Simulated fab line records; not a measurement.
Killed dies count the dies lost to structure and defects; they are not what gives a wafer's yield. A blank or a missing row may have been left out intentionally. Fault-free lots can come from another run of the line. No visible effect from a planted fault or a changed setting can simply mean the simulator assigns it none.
The tool behind it: which one? :: flow rit cmos :: 14 lots, 42 wafers sampled, at 2 steps of a route of 202

## WHAT THE GAUGES SHOWED, per wafer
RIT_ACTIVE_CD_MEAS_90: the cd target is 1400 nm.
lot: L992
measured: day 1 15:11
on: cd sem-01
cd nm (nm): 1399.9 1401.2 1402.2

lot: L993
measured: day 1 20:01
on: cd sem-01
cd nm (nm): 1400.4 1399.0 1399.1

lot: L994
measured: day 2 01:02
on: cd sem-02
cd nm (nm): 1400.6 1401.8 1402.4

lot: L996
measured: day 2 15:04
on: cd sem-01
cd nm (nm): 1398.4 1398.7 1398.2

lot: L997
measured: day 2 17:53
on: cd sem-02
cd nm (nm): 1401.6 1401.3 1400.6

lot: L998
measured: day 2 22:17
on: cd sem-02
cd nm (nm): 1401.4 1403.1 1401.1

lot: L100
measured: day 3 07:12
on: cd sem-02
cd nm (nm): 1402.7 1401.3 1401.9

lot: L101
measured: day 3 12:49
on: cd sem-01
cd nm (nm): 1399.2 1400.4 1398.1

lot: L102
measured: day 3 17:15
on: cd sem-02
cd nm (nm): 1399.6 1399.6 1396.5

lot: L103
measured: day 3 22:56
on: cd sem-01
cd nm (nm): 1399.9 1399.9 1400.7

lot: L107
measured: day 4 18:07
on: cd sem-01
cd nm (nm): 1401.5 1400.1 1400.6

lot: L108
measured: day 4 23:16
on: cd sem-01
cd nm (nm): 1398.4 1398.1 1398.0

lot: L114
measured: day 6 05:08
on: cd sem-02
cd nm (nm): 1402.4 1405.2 1403.1

lot: L115
measured: day 6 10:01
on: cd sem-02
cd nm (nm): 1400.2 1397.6 1400.1

## WHAT TOOL EACH LOT RAN ON (gives the tool, then ch and the chambers of the sampled wafers, and finally the start)
lot: L992
RIT_ACTIVE_STRIP_14: plasma asher-04 ch 0,1, day 1 15:02

lot: L993
RIT_ACTIVE_STRIP_14: plasma asher-01 ch 0,1, day 1 19:50

lot: L994
RIT_ACTIVE_STRIP_14: plasma asher-01 ch 0,1, day 2 00:50

lot: L996
RIT_ACTIVE_STRIP_14: plasma asher-01 ch 0,1, day 2 14:52

lot: L997
RIT_ACTIVE_STRIP_14: plasma asher-03 ch 0,1, day 2 17:42

lot: L998
RIT_ACTIVE_STRIP_14: plasma asher-01 ch 0,1, day 2 22:07

lot: L100
RIT_ACTIVE_STRIP_14: plasma asher-01 ch 0,1, day 3 07:02

lot: L101
RIT_ACTIVE_STRIP_14: plasma asher-01 ch 0, day 3 12:37

lot: L102
RIT_ACTIVE_STRIP_14: plasma asher-04 ch 0,1, day 3 17:05

lot: L103
RIT_ACTIVE_STRIP_14: plasma asher-03 ch 0, day 3 22:44

lot: L107
RIT_ACTIVE_STRIP_14: plasma asher-04 ch 0,1, day 4 17:55

lot: L108
RIT_ACTIVE_STRIP_14: plasma asher-01 ch 0,1, day 4 23:04

lot: L114
RIT_ACTIVE_STRIP_14: plasma asher-01 ch 0,1, day 6 04:58

lot: L115
RIT_ACTIVE_STRIP_14: plasma asher-04 ch 0,1, day 6 09:50
- RIT_ACTIVE_STRIP_14: strips in O2, time 180 s.

## AS READ BY THE TOOLS THEMSELVES (means over the sampled wafers that have a number; for cases with no such wafer, the mark the record gives instead)
RIT_ACTIVE_STRIP_14.
lot: L992
tool: plasma asher-04
chamber pressure mTorr (mTorr): 3999
drypump motor current A (A): 5.6
o2 flow sccm (sccm): 4004

lot: L993
tool: plasma asher-01
chamber pressure mTorr (mTorr): 4002
drypump motor current A (A): 6.4
o2 flow sccm (sccm): 3990

lot: L994
tool: plasma asher-01
chamber pressure mTorr (mTorr): 3999
drypump motor current A (A): 6.2
o2 flow sccm (sccm): 3982

lot: L996
tool: plasma asher-01
chamber pressure mTorr (mTorr): 4002
drypump motor current A (A): 6.2
o2 flow sccm (sccm): 3991

lot: L997
tool: plasma asher-03
chamber pressure mTorr (mTorr): 3998
drypump motor current A (A): 5.3
o2 flow sccm (sccm): 4006

lot: L998
tool: plasma asher-01
chamber pressure mTorr (mTorr): 4001
drypump motor current A (A): 6.2
o2 flow sccm (sccm): 4001

lot: L100
tool: plasma asher-01
chamber pressure mTorr (mTorr): 3999
drypump motor current A (A): 6.4
o2 flow sccm (sccm): 4005

lot: L101
tool: plasma asher-01
chamber pressure mTorr (mTorr): 3999
drypump motor current A (A): 6.6
o2 flow sccm (sccm): 3995

lot: L102
tool: plasma asher-04
chamber pressure mTorr (mTorr): 3998
drypump motor current A (A): 5.4
o2 flow sccm (sccm): 3992

lot: L103
tool: plasma asher-03
chamber pressure mTorr (mTorr): 3997
drypump motor current A (A): 4.9
o2 flow sccm (sccm): 3998

lot: L107
tool: plasma asher-04
chamber pressure mTorr (mTorr): -
drypump motor current A (A): -
o2 flow sccm (sccm): -

lot: L108
tool: plasma asher-01
chamber pressure mTorr (mTorr): -
drypump motor current A (A): -
o2 flow sccm (sccm): -

lot: L114
tool: plasma asher-01
chamber pressure mTorr (mTorr): 4001
drypump motor current A (A): 6.4
o2 flow sccm (sccm): 4000

lot: L115
tool: plasma asher-04
chamber pressure mTorr (mTorr): 4001
drypump motor current A (A): 5.4
o2 flow sccm (sccm): 4010

## THE ANSWER, worked out from the rows above alone
Rule: usual is defined by the lots themselves. The widest of any qualifying gaps counts: lots, ordered by their means at a reading, are off when they make up no more than a third of the lots, leave a main group of 4 or more, and stand apart from it by 3 or more times the standard deviation of that group's means. Not used: any main group whose means are identical at the precision the tables above print for the reading. Also off: a lot with no number at a reading for which 4 or more lots have one. All remaining lots with rows at the step are treated as sound. The gauges are gone through in route order, then the tools' own readings, and for those a lot's mean is taken as printed above. The first step at which some lot is off is used, and at that step the reading that is off furthest; a lot without a number counts as furthest.
Off: L107, L108, at RIT_ACTIVE_STRIP_14 (chamber pressure mTorr). Without a number there: L107, L108. The main group: mean 4000 mTorr, standard deviation 1.6.
If a tool, at that step or one of the process steps before it, ran each lot that is off and ran no sound lot following the first of them, it fits. Not one of the candidates tried fits.

## WHAT THE SIMULATOR PUT IN
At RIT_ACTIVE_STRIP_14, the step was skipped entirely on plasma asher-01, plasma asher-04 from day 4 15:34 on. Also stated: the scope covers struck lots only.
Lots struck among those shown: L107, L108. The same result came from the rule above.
